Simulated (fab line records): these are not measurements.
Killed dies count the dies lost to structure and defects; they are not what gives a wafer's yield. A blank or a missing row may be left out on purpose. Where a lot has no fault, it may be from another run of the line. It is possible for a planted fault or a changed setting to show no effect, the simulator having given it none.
What tool caused it? -- flow berkeley-cmos170 -- 21 wafers sampled from 7 lots at 1 step of a route of 331

== WHAT THE GAUGES READ, wafer by wafer ==
UCB170_SDANNEAL_RS_MEAS_04: measures by four-point-probe.
lot,measured,on,PLDD_RS (ohm/sq)
L772,day 6 21:02,film-metro-02,1033.4 1035.1 1032.9
L777,day 7 21:53,film-metro-01,1031.8 1032.1 1031.1
L780,day 8 18:34,film-metro-01,1031.0 1029.2 1029.5
L781,day 8 19:00,film-metro-03,1031.7 1030.9 1031.9
L787,day 10 04:49,film-metro-02,1029.0 1027.2 1028.3
L792,day 11 02:11,film-metro-03,1034.2 1030.6 1036.0
L791,day 11 02:30,film-metro-01,1034.3 1033.8 1031.0

== WHICH TOOL RAN EACH LOT (tool, then ch and the chambers of the sampled wafers, then the start) ==
Before these readings, the record contains no process step.

== THE ANSWER, worked out from the rows above alone ==
Rule: what is usual is taken from the lots themselves. The widest of any qualifying gaps counts: lots, ordered by their means at a reading, are off when they make up no more than a third of the lots, leave a main group of 4 or more, and stand apart from it by 3 or more times the standard deviation of that group's means. The tables above print the reading to a certain number of digits; a main group whose means all agree to those digits is not used. A lot without any number at a reading at which 4 lots or more have one is off too. Where the step has rows for the other lots, those lots are counted as sound.
None of the lots is off at any reading shown; this tells nothing.

== WHAT HAD BEEN PUT IN BY THE SIMULATOR ==
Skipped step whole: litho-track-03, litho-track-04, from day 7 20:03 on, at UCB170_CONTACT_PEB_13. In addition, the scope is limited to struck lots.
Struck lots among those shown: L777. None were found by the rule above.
